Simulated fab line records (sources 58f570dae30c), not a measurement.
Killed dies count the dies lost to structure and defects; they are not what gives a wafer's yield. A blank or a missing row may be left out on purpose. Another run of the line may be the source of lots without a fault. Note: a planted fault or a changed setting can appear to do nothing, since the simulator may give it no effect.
The tool behind it: which one? :: flow berkeleyCmos170 :: 7 lots, 21 wafers sampled, at 4 steps of a route of 331

== WHAT EACH GAUGE READ, for each wafer ==
UCB170_M1_RS_MEAS_01: measures by four-point-probe.
lot: L783
measured: day 7 08:02
on: filmMetro-02
M1_AL_RS (ohm/sq): 0.0474 0.0481 0.0487

lot: L786
measured: day 7 20:16
on: filmMetro-02
M1_AL_RS (ohm/sq): 0.0494 0.0494 0.0498

lot: L788
measured: day 8 07:21
on: filmMetro-02
M1_AL_RS (ohm/sq): 0.0488 0.0493 0.0496

lot: L790
measured: day 9 04:11
on: filmMetro-04
M1_AL_RS (ohm/sq): 0.0485 0.0485 0.0487

lot: L792
measured: day 9 07:10
on: filmMetro-03
M1_AL_RS (ohm/sq): 0.0490 0.0486 0.0483

lot: L791
measured: day 9 06:20
on: filmMetro-02
M1_AL_RS (ohm/sq): 0.0480 0.0496 0.0481

lot: L798
measured: day 10 16:25
on: filmMetro-04
M1_AL_RS (ohm/sq): 0.0540 0.0542 0.0546

== WHICH TOOL RAN EACH LOT (tool, then ch and the chambers of the sampled wafers, then the start) ==
lot: L783
UCB170_PLDD_STRIP_10: plasmaAsher-02 ch 0,1, day 6 16:48
UCB170_NSD_STRIP_09: plasmaAsher-04 ch 0,1, day 7 00:31
UCB170_M1_SPUTTER_00: pvdSputter-01, day 7 07:59

lot: L786
UCB170_PLDD_STRIP_10: plasmaAsher-02 ch 0,1, day 7 03:25
UCB170_NSD_STRIP_09: plasmaAsher-01 ch 0,1, day 7 12:53
UCB170_M1_SPUTTER_00: pvdSputter-02, day 7 20:11

lot: L788
UCB170_PLDD_STRIP_10: plasmaAsher-01 ch 0,1, day 7 08:46
UCB170_NSD_STRIP_09: plasmaAsher-01 ch 0,1, day 7 22:24
UCB170_M1_SPUTTER_00: pvdSputter-01, day 8 07:16

lot: L790
UCB170_PLDD_STRIP_10: plasmaAsher-01 ch 0,1, day 8 05:02
UCB170_NSD_STRIP_09: plasmaAsher-03 ch 0,1, day 8 16:04
UCB170_M1_SPUTTER_00: pvdSputter-01, day 9 04:08

lot: L792
UCB170_PLDD_STRIP_10: plasmaAsher-02 ch 0, day 8 09:23
UCB170_NSD_STRIP_09: plasmaAsher-01 ch 0,1, day 8 21:10
UCB170_M1_SPUTTER_00: pvdSputter-04, day 9 07:06

lot: L791
UCB170_PLDD_STRIP_10: plasmaAsher-01 ch 0,1, day 8 09:56
UCB170_NSD_STRIP_09: plasmaAsher-04 ch 0,1, day 8 21:31
UCB170_M1_SPUTTER_00: pvdSputter-02, day 9 06:17

lot: L798
UCB170_PLDD_STRIP_10: plasmaAsher-04 ch 0,1, day 9 23:44
UCB170_NSD_STRIP_09: plasmaAsher-01 ch 0,1, day 10 09:08
UCB170_M1_SPUTTER_00: pvdSputter-01, day 10 16:22
- UCB170_PLDD_STRIP_10: strips in O2.
- UCB170_NSD_STRIP_09: strips in O2.
- UCB170_M1_SPUTTER_00: material Al, target thk 600 nm, time 80 s.

== THE ANSWER, worked out from the rows above alone ==
Rule: the usual values come from the lots themselves. The widest of any qualifying gaps counts: lots, ordered by their means at a reading, are off when they make up no more than a third of the lots, leave a main group of 4 or more, and stand apart from it by 3 or more times the standard deviation of that group's means. A main group whose means are all the same, to the digits that the tables above print for the reading, isn't used. Also off: a lot with no number at a reading for which 4 or more lots have one. All remaining lots with rows at the step are treated as sound.
Off: L798, seen at UCB170_M1_RS_MEAS_01 (M1_AL_RS). Main group: mean 0.0488 ohm/sq, sd 0.00048.
A tool fits if, at a process step before that reading, it ran every lot that is off, and no sound lot after the first of them. Those tools and the gauges at UCB170_M1_RS_MEAS_01 are tried in the same way. Can't be told from this: 4 tools fit, plasmaAsher-04 at UCB170_PLDD_STRIP_10, plasmaAsher-01 at UCB170_NSD_STRIP_09, pvdSputter-01 at UCB170_M1_SPUTTER_00, filmMetro-04 at UCB170_M1_RS_MEAS_01.

== WHAT THE SIMULATOR PUT IN ==
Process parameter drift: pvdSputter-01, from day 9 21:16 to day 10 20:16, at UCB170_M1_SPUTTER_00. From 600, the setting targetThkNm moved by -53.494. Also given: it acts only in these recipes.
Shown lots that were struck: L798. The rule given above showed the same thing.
